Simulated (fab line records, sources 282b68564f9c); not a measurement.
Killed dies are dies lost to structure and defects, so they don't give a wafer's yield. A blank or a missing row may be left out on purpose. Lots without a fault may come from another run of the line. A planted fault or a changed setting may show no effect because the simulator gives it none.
Problem report in the 8D (eight disciplines) form, filled by code | flow rit_cmos | the parts of the form that need people (team, actions taken, sign-off) are left out

1. THE PROBLEM
run_length_s at RIT_FOX1_WET_ETCH_02 reads a mean of 391.5 s on 9 wafers of 3 lots; wafers without a fault read 417.3 s with a standard deviation of 2.9. That is -8.9 standard deviations from the usual mean.
The step: etches SiO2 in BOE, target depth 350 nm, time 390 s.
First seen on wafer L512.2, day 2 18:00, on wet_bench-04. The record holds 45 wafers of 15 lots with a number at this step. Rule for "out", or "out of limits": more than 4 standard deviations from the usual mean. The other wafers with a number count as sound.

2. WHAT IT IS AND WHAT IT IS NOT
question                    | is                     | is not
which readings at this step | run_length_s           | -
which lots                  | L512, L513, L515       | L507, L508, L509, L514, L520, L521, L523, L526, L527, L528, L529, L530
which wafers of those lots  | all that have a number | -
read on which tools         | wet_bench-04           | wet_bench-02, wet_bench-03
when                        | from day 2 18:00       | up to then (9 sound wafers); but 27 sound wafers of L514, L520, L521, L523, L526, L527, L528, L529, L530 came after

3. SUSPECTS, AND WHAT RULES EACH OUT
Counting: a tool at a process step up to the reading stays a suspect if it ran every lot that is out and no sound lot after the first of them.
- wet_bench-04 at RIT_FOX1_WET_ETCH_02 (etches SiO2 in BOE, target depth 350 nm, time 390 s): kept. It ran every lot that is out, first L512 (day 2 18:00), and no sound lot after that; its last sound lot up to then is L509 (day 2 03:06). Its own readings are out on those wafers: run_length_s.
Left after counting: wet_bench-04 at RIT_FOX1_WET_ETCH_02.

4. THE CAUSE (what the simulator had put in)
Process parameter drift: wet_bench-04, from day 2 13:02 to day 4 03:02, at RIT_FOX1_WET_ETCH_02. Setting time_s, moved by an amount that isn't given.
Counting left only this tool.

5. THE CHAIN OF EFFECTS, in route order
Each row: a reading whose mean over the struck wafers that have a number lies more than 3 standard deviations from the usual. Only readings for which the record gives a usual standard deviation are gone through. hours: the time from each lot's start at the first step in this table that gives one to its start at this step, as a median over the lots. sigmas: the change in usual standard deviations.
hours | step                 | reading      | usual   | on struck wafers | change | sigmas
0     | RIT_FOX1_WET_ETCH_02 | run_length_s | 417.3 s | 391.5            | -25.8  | -8.9
The process steps in it:
- RIT_FOX1_WET_ETCH_02: etches SiO2 in BOE, target depth 350 nm, time 390 s.

6. WHAT WOULD HAVE CAUGHT IT SOONER
In this record the first reading out of limits was taken at day 2 18:00, 5 hours after the fault began at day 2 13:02.
